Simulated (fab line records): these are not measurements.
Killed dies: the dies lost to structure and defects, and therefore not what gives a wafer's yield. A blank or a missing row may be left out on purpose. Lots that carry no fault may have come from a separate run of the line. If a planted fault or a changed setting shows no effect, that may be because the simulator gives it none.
Which of the tools did it? :: flow rit-cmos :: 42 wafers from 14 lots sampled at 2 of the route's 202 steps

== WHAT THE GAUGES SHOWED, per wafer ==
RIT_NRETRO_TW_MEAS_10.
lot: L979
measured: day 2 05:40
on: film-metro-03
NRETRO_TW: 1055 1045 1045

lot: L981
measured: day 2 15:22
on: film-metro-03
NRETRO_TW: 1050 1048 1049

lot: L982
measured: day 2 21:32
on: film-metro-03
NRETRO_TW: 1051 1050 1050

lot: L984
measured: day 3 06:48
on: film-metro-03
NRETRO_TW: 1046 1051 1054

lot: L985
measured: day 3 11:56
on: film-metro-02
NRETRO_TW: 1065 1067 1066

lot: L986
measured: day 3 17:43
on: film-metro-02
NRETRO_TW: 1067 1071 1070

lot: L987
measured: day 3 22:42
on: film-metro-03
NRETRO_TW: 1054 1055 1057

lot: L991
measured: day 4 18:07
on: film-metro-01
NRETRO_TW: 1038 1032 1032

lot: L993
measured: day 5 03:40
on: film-metro-02
NRETRO_TW: 1002 1002 998

lot: L995
measured: day 5 14:20
on: film-metro-03
NRETRO_TW: 990 989 985

lot: L997
measured: day 6 00:30
on: film-metro-03
NRETRO_TW: 1057 1058 1052

lot: L998
measured: day 6 06:38
on: film-metro-02
NRETRO_TW: 1058 1054 1061

lot: L100
measured: day 6 16:53
on: film-metro-03
NRETRO_TW: 1054 1058 1052

lot: L102
measured: day 7 05:34
on: film-metro-02
NRETRO_TW: 1063 1064 1059

== WHAT TOOL EACH LOT RAN ON (gives the tool, then ch and the chambers of the sampled wafers, and finally the start) ==
lot: L979
RIT_NRETRO_IMPLANT_08: implanter-01 ch 0, day 2 05:21

lot: L981
RIT_NRETRO_IMPLANT_08: implanter-03 ch 0, day 2 15:02

lot: L982
RIT_NRETRO_IMPLANT_08: implanter-04 ch 0, day 2 21:13

lot: L984
RIT_NRETRO_IMPLANT_08: implanter-03 ch 0, day 3 06:31

lot: L985
RIT_NRETRO_IMPLANT_08: implanter-01 ch 0, day 3 11:37

lot: L986
RIT_NRETRO_IMPLANT_08: implanter-04 ch 0, day 3 17:24

lot: L987
RIT_NRETRO_IMPLANT_08: implanter-04 ch 0, day 3 22:22

lot: L991
RIT_NRETRO_IMPLANT_08: implanter-01 ch 0, day 4 17:42

lot: L993
RIT_NRETRO_IMPLANT_08: implanter-03 ch 0, day 5 03:22

lot: L995
RIT_NRETRO_IMPLANT_08: implanter-03 ch 0, day 5 14:01

lot: L997
RIT_NRETRO_IMPLANT_08: implanter-01 ch 0, day 6 00:11

lot: L998
RIT_NRETRO_IMPLANT_08: implanter-01 ch 0, day 6 06:18

lot: L100
RIT_NRETRO_IMPLANT_08: implanter-01 ch 0, day 6 16:34

lot: L102
RIT_NRETRO_IMPLANT_08: implanter-01 ch 0, day 7 05:16
- RIT_NRETRO_IMPLANT_08

== AS READ BY THE TOOLS THEMSELVES (means over the sampled wafers that have a number; for cases with no such wafer, the mark the record gives instead) ==
RIT_NRETRO_IMPLANT_08.
lot: L979
tool: implanter-01
dose-ions-cm2: 1e+13
faraday-current-uA: 31.3
tilt-deg (degrees): 7.000

lot: L981
tool: implanter-03
dose-ions-cm2: 1e+13
faraday-current-uA: 32.1
tilt-deg (degrees): 7.001

lot: L982
tool: implanter-04
dose-ions-cm2: 1e+13
faraday-current-uA: 31.5
tilt-deg (degrees): 7.014

lot: L984
tool: implanter-03
dose-ions-cm2: 1e+13
faraday-current-uA: 32.1
tilt-deg (degrees): 7.006

lot: L985
tool: implanter-01
dose-ions-cm2: 1e+13
faraday-current-uA: 31.6
tilt-deg (degrees): 7.024

lot: L986
tool: implanter-04
dose-ions-cm2: 1e+13
faraday-current-uA: 32.1
tilt-deg (degrees): 6.999

lot: L987
tool: implanter-04
dose-ions-cm2: 1e+13
faraday-current-uA: 31.1
tilt-deg (degrees): 6.996

lot: L991
tool: implanter-01
dose-ions-cm2: 1e+13
faraday-current-uA: 31.9
tilt-deg (degrees): 6.981

lot: L993
tool: implanter-03
dose-ions-cm2: 8e+12
faraday-current-uA: 26.2
tilt-deg (degrees): 6.981

lot: L995
tool: implanter-03
dose-ions-cm2: 8e+12
faraday-current-uA: 26.9
tilt-deg (degrees): 6.987

lot: L997
tool: implanter-01
dose-ions-cm2: 1e+13
faraday-current-uA: 32.4
tilt-deg (degrees): 6.986

lot: L998
tool: implanter-01
dose-ions-cm2: 1e+13
faraday-current-uA: 31.3
tilt-deg (degrees): 6.970

lot: L100
tool: implanter-01
dose-ions-cm2: 1e+13
faraday-current-uA: 31.3
tilt-deg (degrees): 7.012

lot: L102
tool: implanter-01
dose-ions-cm2: 1e+13
faraday-current-uA: 32.4
tilt-deg (degrees): 7.015

== THE ANSWER, worked out from the rows above alone ==
Rule: usual is defined by the lots themselves. Put in order of their means at a reading, lots are off if they are a third of the lots or fewer, leave a main group of 4 or more, and stand apart from it by a gap of 3 or more times the standard deviation of the main group's means; of several such gaps the widest counts. If all means in a main group match to the digits the tables above print for the reading, that group is not used. A lot without any number at a reading at which 4 lots or more have one is off too. Where the step has rows for the other lots, those lots are counted as sound. The gauges are gone through in route order, then the tools' own readings, and for those a lot's mean is taken as printed above. At the first step where some lot is off, the reading lying furthest off is the one used; lots without a number count as furthest.
Off: L993, L995, seen at RIT_NRETRO_TW_MEAS_10 (NRETRO_TW). Main group: mean 1054, sd 8.9.
A tool fits if, at a process step before that reading, it ran every lot that is off, and no sound lot after the first of them. The gauges at RIT_NRETRO_TW_MEAS_10 aren't tried: what is off there is off at RIT_NRETRO_IMPLANT_08 too, on other tools, and a gauge's error can't cause that. One fits: RIT_NRETRO_IMPLANT_08 on implanter-03. Its last sound lot is L984 (day 3 06:31), its first lot that is off L993 (day 5 03:22): a fault that began between those two fits.
The tool's own readings at RIT_NRETRO_IMPLANT_08 bear it out: on the lots that are off they differ by more than 5 times the standard deviation of the sound lots' means. dose-ions-cm2 reads 8e+12 there against 1e+13 on the sound lots; faraday-current-uA reads 26.5 there against 31.8 on the sound lots.

== WHAT THE SIMULATOR HAD INSERTED ==
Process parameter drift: implanter-03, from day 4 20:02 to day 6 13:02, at RIT_NRETRO_IMPLANT_08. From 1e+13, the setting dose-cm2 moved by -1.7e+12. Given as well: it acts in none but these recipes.
Lots struck among those shown: L993, L995. The rule above reached the same finding.
